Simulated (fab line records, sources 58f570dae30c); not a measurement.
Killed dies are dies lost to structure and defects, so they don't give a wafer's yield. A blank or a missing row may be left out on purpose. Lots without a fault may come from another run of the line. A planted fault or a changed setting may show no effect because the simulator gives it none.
Tool commonality check | flow berkeley_cmos170 | 14 lots, 42 wafers sampled

WHY IT WAS OPENED
At UCB170_V1_THK_MEAS_04 the reading V1_POLISHED_THK is flagged on 2 of 14 lots. Wafers without a fault read 1000.1 nm, standard deviation 1.1.
Rule: a lot is flagged when every wafer of it that has a number lies more than 4 standard deviations from that mean, or none has a number. The other lots count as sound.

lot  | measured     | on            | V1_POLISHED_THK (nm), wafer by wafer | flag
L450 | day 8 20:25  | film_metro-04 | 1002.1 1000.6 999.8                  |
L447 | day 8 21:45  | film_metro-04 | 1000.7 999.3 998.6                   |
L448 | day 8 23:04  | film_metro-01 | 999.6 1001.2 1000.4                  |
L449 | day 8 23:05  | film_metro-04 | 996.9 1000.0 998.9                   |
L451 | day 9 01:44  | film_metro-04 | 999.0 999.7 997.7                    |
L454 | day 9 21:35  | film_metro-03 | 999.3 1001.0 1000.7                  |
L453 | day 9 23:00  | film_metro-03 | 1001.2 1002.6 1000.5                 |
L455 | day 10 00:15 | film_metro-01 | 999.5 999.7 999.0                    |
L456 | day 10 00:15 | film_metro-03 | 1001.1 998.8 999.5                   |
L458 | day 10 09:35 | film_metro-04 | 1000.7 1000.8 1002.2                 |
L459 | day 11 00:35 | film_metro-04 | 999.5 999.7 1001.8                   |
L461 | day 11 04:01 | film_metro-01 | 1249.7 1249.4 1250.3                 | FLAGGED
L463 | day 11 18:02 | film_metro-01 | 1252.3 1250.9 1251.8                 | FLAGGED
L470 | day 13 00:39 | film_metro-01 | 1001.0 1001.6 1001.3                 |
The numbers of the flagged lots are 1250.7 nm on average: +250.6 nm against the usual, or +99 or more standard deviations.

WHICH TOOL RAN EACH LOT
The record holds 2 process steps before the reading, out of a route of 331 steps. In each cell: the tool, then ch and the chambers that the sampled wafers went through, then the start.
lot  | flag    | UCB170_CONTACT_STRIP_19              | UCB170_V1_CMP_02
L450 |         | plasma_asher-03 ch 0,1, day 8 15:55  | cmp-01 ch 0,1,3, day 8 20:05
L447 |         | plasma_asher-03 ch 0,1, day 8 16:33  | cmp-02 ch 0,1,2, day 8 21:19
L448 |         | plasma_asher-04 ch 0,1, day 8 18:26  | cmp-01 ch 0,2,3, day 8 22:45
L449 |         | plasma_asher-03 ch 0,1, day 8 18:45  | cmp-02 ch 0,3, day 8 22:42
L451 |         | plasma_asher-04 ch 0,1, day 8 21:15  | cmp-01 ch 0,1,2, day 9 01:19
L454 |         | plasma_asher-03 ch 0,1, day 9 17:25  | cmp-02 ch 1,2,3, day 9 21:10
L453 |         | plasma_asher-04 ch 0,1, day 9 17:45  | cmp-01 ch 0,3, day 9 22:34
L455 |         | plasma_asher-01 ch 0,1, day 9 18:21  | cmp-02 ch 0,1,3, day 9 23:50
L456 |         | plasma_asher-04 ch 0,1, day 9 18:21  | cmp-01 ch 0,2,3, day 9 23:50
L458 |         | plasma_asher-03 ch 0,1, day 10 05:23 | cmp-01 ch 1,2, day 10 09:08
L459 |         | plasma_asher-01 ch 1, day 10 19:52   | cmp-02 ch 0,2, day 11 00:09
L461 | FLAGGED | plasma_asher-03 ch 0, day 10 22:49   | cmp-01 ch 0,2, day 11 03:35
L463 | FLAGGED | plasma_asher-03 ch 0,1, day 11 13:22 | cmp-01 ch 1,3, day 11 17:40
L470 |         | plasma_asher-03 ch 1, day 12 19:17   | cmp-02 ch 0,1,3, day 13 00:13
What these steps do:
- UCB170_CONTACT_STRIP_19: strips in O2.
- UCB170_V1_CMP_02: polishes SiO2.
- UCB170_V1_THK_MEAS_04

FLAGGED OVER TOTAL, TOOL BY TOOL (the gauges that took the reading come last)
step                    | tool            | lots run | flagged | share of the flagged lots | sound lots run after its first flagged lot
UCB170_CONTACT_STRIP_19 | plasma_asher-01 | 2        | 0       | none                      | -
UCB170_CONTACT_STRIP_19 | plasma_asher-03 | 8        | 2       | all                       | 1 (L470)
UCB170_CONTACT_STRIP_19 | plasma_asher-04 | 4        | 0       | none                      | -
UCB170_V1_CMP_02        | cmp-01          | 8        | 2       | all                       | 0
UCB170_V1_CMP_02        | cmp-02          | 6        | 0       | none                      | -
UCB170_V1_THK_MEAS_04   | film_metro-01   | 5        | 2       | all                       | 1 (L470)
UCB170_V1_THK_MEAS_04   | film_metro-03   | 3        | 0       | none                      | -
UCB170_V1_THK_MEAS_04   | film_metro-04   | 6        | 0       | none                      | -

WHAT THE TABLE ALLOWS
3 rows of the table ran every flagged lot: plasma_asher-03 at UCB170_CONTACT_STRIP_19, cmp-01 at UCB170_V1_CMP_02, film_metro-01 at UCB170_V1_THK_MEAS_04.
- plasma_asher-03 at UCB170_CONTACT_STRIP_19: 2 of its 8 lots flagged. Sound lots ran on it after the first flagged one (L470), which a lasting fault on the whole tool wouldn't allow.
- cmp-01 at UCB170_V1_CMP_02: 2 of its 8 lots flagged. Its last sound lot is L458 (day 10 09:08), its first flagged lot L461 (day 11 03:35): a fault that began between those two fits.
- film_metro-01 at UCB170_V1_THK_MEAS_04: 2 of its 5 lots flagged. Sound lots ran on it after the first flagged one (L470), which a lasting fault on the whole tool wouldn't allow.
One tool is left: cmp-01 at UCB170_V1_CMP_02.

WHAT THE SIMULATOR HAD PUT IN
Process parameter drift: cmp-01, from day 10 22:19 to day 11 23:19, at UCB170_V1_CMP_02. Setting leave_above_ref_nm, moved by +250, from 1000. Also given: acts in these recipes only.
Lots struck among those shown: L461, L463. The rule above found the same.
